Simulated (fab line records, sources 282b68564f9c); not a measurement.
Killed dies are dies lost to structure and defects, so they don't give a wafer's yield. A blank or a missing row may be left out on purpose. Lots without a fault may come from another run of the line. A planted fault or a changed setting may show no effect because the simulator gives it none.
Split-lot experiment | flow rit_cmos | 5 lots, 23 wafers read, on a route of 202 steps

THE SPLIT
At RIT_PWELL_IMPLANT_08, the setting dose_cm2 was moved away from the recipe's 7e+13 on 7 of the 23 wafers read, by -6.8% to -2.5%. The other wafers ran this setting at the recipe's value.

FROM THE SPLIT TO THE READING: what the file shows between them, 3 steps
- RIT_PWELL_STRIP_09: strips in O2, time 180 s
- RIT_PWELL_TW_MEAS_10
- RIT_WELLDRIVE_ANNEAL_00: time 14700 s

THE READING
PWELL_RS, in ohm/sq, at RIT_WELLDRIVE_RS_MEAS_02 (measures by four-point-probe). Fault-free wafers of this fab line usually give 430.0 ohm/sq, standard deviation 1.4 ohm/sq.

wafer  | tool, chamber at the split | dose_cm2 as run | against the recipe | PWELL_RS, ohm/sq | against lot-mates on the recipe
L075.1 | implanter-02, 0            | 6.64e+13        | -5.1%              | 444.1            | +14.0
L075.2 | implanter-02, 0            | 7e+13           | recipe             | 430.4            | -
L075.3 | implanter-02, 0            | 7e+13           | recipe             | 431.0            | -
L075.5 | implanter-02, 0            | 6.64e+13        | -5.1%              | 442.7            | +12.6
L075.6 | implanter-02, 0            | 7e+13           | recipe             | 429.0            | -
L076.1 | implanter-03, 0            | 7e+13           | recipe             | 433.1            | -
L076.3 | implanter-03, 0            | 6.525e+13       | -6.8%              | 452.7            | +20.8
L076.4 | implanter-03, 0            | 6.525e+13       | -6.8%              | 451.2            | +19.3
L076.5 | implanter-03, 0            | 6.525e+13       | -6.8%              | 451.4            | +19.5
L076.6 | implanter-03, 0            | 7e+13           | recipe             | 430.7            | -
L078.1 | implanter-01, 0            | 7e+13           | recipe             | 428.6            | -
L078.2 | implanter-01, 0            | 7e+13           | recipe             | 428.6            | -
L078.3 | implanter-01, 0            | 7e+13           | recipe             | 429.2            | -
L078.5 | implanter-01, 0            | 7e+13           | recipe             | 429.6            | -
L078.6 | implanter-01, 0            | 7e+13           | recipe             | 427.6            | -
L079.1 | implanter-02, 0            | 7e+13           | recipe             | 430.8            | -
L079.4 | implanter-02, 0            | 7e+13           | recipe             | 431.4            | -
L079.5 | implanter-02, 0            | 7e+13           | recipe             | 428.6            | -
L084.1 | implanter-02, 0            | 6.826e+13       | -2.5%              | 435.4            | +6.2
L084.2 | implanter-02, 0            | 6.826e+13       | -2.5%              | 435.0            | +5.8
L084.3 | implanter-02, 0            | 7e+13           | recipe             | 429.6            | -
L084.4 | implanter-02, 0            | 7e+13           | recipe             | 429.6            | -
L084.6 | implanter-02, 0            | 7e+13           | recipe             | 428.3            | -

THE FIT
A straight line over all 23 wafers: PWELL_RS changes by -3.06 ohm/sq for each +1% of dose_cm2; r = -0.98; the points scatter about the line by 1.6 ohm/sq.
The same after taking each lot's own level away (the mean of its wafers on the recipe; 23 wafers): -2.83 ohm/sq for each +1%; r = -0.99; scatter 1 ohm/sq.
On that fit, the largest move of dose_cm2 shifts the reading by 19 ohm/sq.
The lots' own levels span 428.72 to 431.90 ohm/sq, that is 2.3 times the standard deviation above.
So the lot-to-lot level changes the slope little: the two slopes agree.
Check: with one of the wafers moved furthest among these (-6.8%) left out of the fit, the line predicts +18.6 ohm/sq for it against its lot-mates. It came out at +20.8 ohm/sq against them.

OTHER SPLITS ON THESE WAFERS
These wafers also went through other splits before the reading. Each is held against what the fit with the lots' levels taken away leaves over:
other split on the same wafers    | wafers away from the commonest value | r with PWELL_RS (lot level and that fit taken away)
RIT_ACTIVE_OXIDATION_01 ox_time_s | 18                                   | -0.18
RIT_ACTIVE_COAT_06 resist_thk_nm  | 9                                    | -0.23
RIT_FOX2_OXIDATION_00 temp_c      | 10                                   | -0.19
RIT_FOX2_WET_ETCH_03 time_s       | 10                                   | +0.13
RIT_NWELL_IMPLANT_08 energy_kev   | 8                                    | -0.19
RIT_PWELL_COAT_01 spin_rpm        | 9                                    | +0.09

THE WHOLE CHAIN: every reading that the file lists as answering this split, in the file's order
step                     | what it does                 | reading  | change (the file's fit)           | r (the file's)
RIT_PWELL_TW_MEAS_10     |                              | PWELL_TW | +3.24 for each +1% of the setting | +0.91
RIT_WELLDRIVE_RS_MEAS_02 | measures by four-point-probe | PWELL_RS | -2.77 for each +1% of the setting | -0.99

THE FILE'S OWN FIT
PWELL_RS changes by -2.77 ohm/sq for each +1% of dose_cm2, r = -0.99.
